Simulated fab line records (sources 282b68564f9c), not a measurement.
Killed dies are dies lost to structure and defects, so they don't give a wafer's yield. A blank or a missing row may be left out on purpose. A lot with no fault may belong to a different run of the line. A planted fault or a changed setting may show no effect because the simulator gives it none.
Split-lot study || flow rit cmos || 23 wafers read from 5 lots, route of 202 steps

## THE SPLIT
At RIT_PRETRO_COAT_01 (resist thk 1300 nm), the setting spin rpm was moved away from the recipe's 2000 rpm on 6 of the 23 wafers read, by -7.4% to +3.4%. For the rest of the wafers, this setting stayed at what the recipe calls for.

## FROM THE SPLIT TO THE READING: what the file shows between them, 3 steps
- RIT_PRETRO_SOFTBAKE_02: time 60 s
- RIT_PRETRO_EXPOSE_03: exposes mask M5, target cd 43700 nm
- RIT_PRETRO_DEVELOP_05: develop time 68 s

## THE READING
NOVOLAK_of_PRETRO_COAT_01.thk nm (the simulator's own value, which no gauge read), in nm, at RIT_PRETRO_HARDBAKE_07 (time 120 s). The file does not state a usual value for it. Across the 17 wafers here that went through the recipe, the average is 1135 nm and the standard deviation 2.7 nm.

{"wafer": "L075.1", "tool, chamber at the split": "litho track-02, 0", "spin rpm as run, rpm": 2000, "against the recipe": "recipe", "NOVOLAK_of_PRETRO_COAT_01.thk nm, nm": 1130, "against lot-mates on the recipe": "-"}
{"wafer": "L075.6", "tool, chamber at the split": "litho track-02, 0", "spin rpm as run, rpm": 2000, "against the recipe": "recipe", "NOVOLAK_of_PRETRO_COAT_01.thk nm, nm": 1130, "against lot-mates on the recipe": "-"}
{"wafer": "L075.2", "tool, chamber at the split": "litho track-02, 0", "spin rpm as run, rpm": 2068, "against the recipe": "+3.4%", "NOVOLAK_of_PRETRO_COAT_01.thk nm, nm": 1116, "against lot-mates on the recipe": -14}
{"wafer": "L075.4", "tool, chamber at the split": "litho track-02, 0", "spin rpm as run, rpm": 2000, "against the recipe": "recipe", "NOVOLAK_of_PRETRO_COAT_01.thk nm, nm": 1131, "against lot-mates on the recipe": "-"}
{"wafer": "L075.5", "tool, chamber at the split": "litho track-02, 0", "spin rpm as run, rpm": 2068, "against the recipe": "+3.4%", "NOVOLAK_of_PRETRO_COAT_01.thk nm, nm": 1111, "against lot-mates on the recipe": -19}
{"wafer": "L076.1", "tool, chamber at the split": "litho track-04, 0", "spin rpm as run, rpm": 2000, "against the recipe": "recipe", "NOVOLAK_of_PRETRO_COAT_01.thk nm, nm": 1136, "against lot-mates on the recipe": "-"}
{"wafer": "L076.3", "tool, chamber at the split": "litho track-04, 0", "spin rpm as run, rpm": 2000, "against the recipe": "recipe", "NOVOLAK_of_PRETRO_COAT_01.thk nm, nm": 1138, "against lot-mates on the recipe": "-"}
{"wafer": "L076.6", "tool, chamber at the split": "litho track-04, 0", "spin rpm as run, rpm": 2000, "against the recipe": "recipe", "NOVOLAK_of_PRETRO_COAT_01.thk nm, nm": 1138, "against lot-mates on the recipe": "-"}
{"wafer": "L076.4", "tool, chamber at the split": "litho track-04, 0", "spin rpm as run, rpm": 1852, "against the recipe": "-7.4%", "NOVOLAK_of_PRETRO_COAT_01.thk nm, nm": 1181, "against lot-mates on the recipe": "+44"}
{"wafer": "L076.5", "tool, chamber at the split": "litho track-04, 0", "spin rpm as run, rpm": 1852, "against the recipe": "-7.4%", "NOVOLAK_of_PRETRO_COAT_01.thk nm, nm": 1181, "against lot-mates on the recipe": "+44"}
{"wafer": "L078.2", "tool, chamber at the split": "litho track-02, 0", "spin rpm as run, rpm": 2000, "against the recipe": "recipe", "NOVOLAK_of_PRETRO_COAT_01.thk nm, nm": 1135, "against lot-mates on the recipe": "-"}
{"wafer": "L078.4", "tool, chamber at the split": "litho track-02, 0", "spin rpm as run, rpm": 2000, "against the recipe": "recipe", "NOVOLAK_of_PRETRO_COAT_01.thk nm, nm": 1135, "against lot-mates on the recipe": "-"}
{"wafer": "L078.3", "tool, chamber at the split": "litho track-02, 0", "spin rpm as run, rpm": 2000, "against the recipe": "recipe", "NOVOLAK_of_PRETRO_COAT_01.thk nm, nm": 1138, "against lot-mates on the recipe": "-"}
{"wafer": "L078.5", "tool, chamber at the split": "litho track-02, 0", "spin rpm as run, rpm": 2000, "against the recipe": "recipe", "NOVOLAK_of_PRETRO_COAT_01.thk nm, nm": 1137, "against lot-mates on the recipe": "-"}
{"wafer": "L078.6", "tool, chamber at the split": "litho track-02, 0", "spin rpm as run, rpm": 2000, "against the recipe": "recipe", "NOVOLAK_of_PRETRO_COAT_01.thk nm, nm": 1136, "against lot-mates on the recipe": "-"}
{"wafer": "L082.1", "tool, chamber at the split": "litho track-01, 0", "spin rpm as run, rpm": 2000, "against the recipe": "recipe", "NOVOLAK_of_PRETRO_COAT_01.thk nm, nm": 1137, "against lot-mates on the recipe": "-"}
{"wafer": "L082.2", "tool, chamber at the split": "litho track-01, 0", "spin rpm as run, rpm": 2000, "against the recipe": "recipe", "NOVOLAK_of_PRETRO_COAT_01.thk nm, nm": 1134, "against lot-mates on the recipe": "-"}
{"wafer": "L082.6", "tool, chamber at the split": "litho track-01, 0", "spin rpm as run, rpm": 2000, "against the recipe": "recipe", "NOVOLAK_of_PRETRO_COAT_01.thk nm, nm": 1134, "against lot-mates on the recipe": "-"}
{"wafer": "L083.1", "tool, chamber at the split": "litho track-01, 0", "spin rpm as run, rpm": 2000, "against the recipe": "recipe", "NOVOLAK_of_PRETRO_COAT_01.thk nm, nm": 1138, "against lot-mates on the recipe": "-"}
{"wafer": "L083.2", "tool, chamber at the split": "litho track-01, 0", "spin rpm as run, rpm": 2000, "against the recipe": "recipe", "NOVOLAK_of_PRETRO_COAT_01.thk nm, nm": 1138, "against lot-mates on the recipe": "-"}
{"wafer": "L083.3", "tool, chamber at the split": "litho track-01, 0", "spin rpm as run, rpm": 2000, "against the recipe": "recipe", "NOVOLAK_of_PRETRO_COAT_01.thk nm, nm": 1138, "against lot-mates on the recipe": "-"}
{"wafer": "L083.5", "tool, chamber at the split": "litho track-01, 0", "spin rpm as run, rpm": 1898, "against the recipe": "-5.1%", "NOVOLAK_of_PRETRO_COAT_01.thk nm, nm": 1170, "against lot-mates on the recipe": "+32"}
{"wafer": "L083.6", "tool, chamber at the split": "litho track-01, 0", "spin rpm as run, rpm": 1898, "against the recipe": "-5.1%", "NOVOLAK_of_PRETRO_COAT_01.thk nm, nm": 1169, "against lot-mates on the recipe": "+31"}

THE FIT
A straight line over all 23 wafers: NOVOLAK_of_PRETRO_COAT_01.thk nm changes by -6.34 nm for each +1% of spin rpm; r = -0.99; the points scatter about the line by 2.7 nm.
The same after taking each lot's own level away (the mean of its wafers on the recipe; 23 wafers): -5.81 nm for each +1%; r = -1.00; scatter 1.5 nm.
That fit puts the effect of the largest move of spin rpm on the reading at 43 nm.
The span of the lots' own levels, 1130.3 to 1138.0 nm, comes to 2.8 times the standard deviation stated above.
Consequently the slope shifts little with the lot-to-lot level, the two slopes agreeing.
Check: for one of the wafers moved furthest among these (-7.4%), held out of the fit, the line's prediction against its lot-mates is +43.4 nm. Against them it came out at +43.7 nm.

## ADDITIONAL SPLITS CARRIED BY THESE WAFERS
Before the reading, these wafers also passed through other splits. Each is held against what the fit with the lots' levels taken away leaves over:
{"other split on the same wafers": "RIT_ACTIVE_CVD_03 pressure mtorr", "wafers away from the commonest value": 15, "r with NOVOLAK_of_PRETRO_COAT_01.thk nm (lot level and that fit taken away)": "+0.23"}
{"other split on the same wafers": "RIT_ACTIVE_COAT_06 spin rpm", "wafers away from the commonest value": 6, "r with NOVOLAK_of_PRETRO_COAT_01.thk nm (lot level and that fit taken away)": -0.22}
{"other split on the same wafers": "RIT_NWELL_COAT_01 spin rpm", "wafers away from the commonest value": 9, "r with NOVOLAK_of_PRETRO_COAT_01.thk nm (lot level and that fit taken away)": -0.01}
{"other split on the same wafers": "RIT_PWELL_COAT_01 resist thk nm", "wafers away from the commonest value": 6, "r with NOVOLAK_of_PRETRO_COAT_01.thk nm (lot level and that fit taken away)": "+0.31"}
{"other split on the same wafers": "RIT_PWELL_IMPLANT_08 energy kev", "wafers away from the commonest value": 10, "r with NOVOLAK_of_PRETRO_COAT_01.thk nm (lot level and that fit taken away)": "+0.11"}

## THE WHOLE CHAIN: every reading that the file lists as answering this split, in the file's order
{"step": "RIT_PRETRO_COAT_01", "what it does": "resist thk 1300 nm", "reading": "NOVOLAK_of_PRETRO_COAT_01.thk nm (the simulator's own value, which no gauge read)", "change (the file's fit)": "-6.82 nm for each +1% of the setting", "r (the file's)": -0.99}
{"step": "RIT_PRETRO_HARDBAKE_07", "what it does": "time 120 s", "reading": "NOVOLAK_of_PRETRO_COAT_01.thk nm (the simulator's own value, which no gauge read)", "change (the file's fit)": "-5.87 nm for each +1% of the setting", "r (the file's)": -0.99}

## THE FILE'S OWN FIT
NOVOLAK_of_PRETRO_COAT_01.thk nm changes by -5.87 nm for each +1% of spin rpm, r = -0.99.
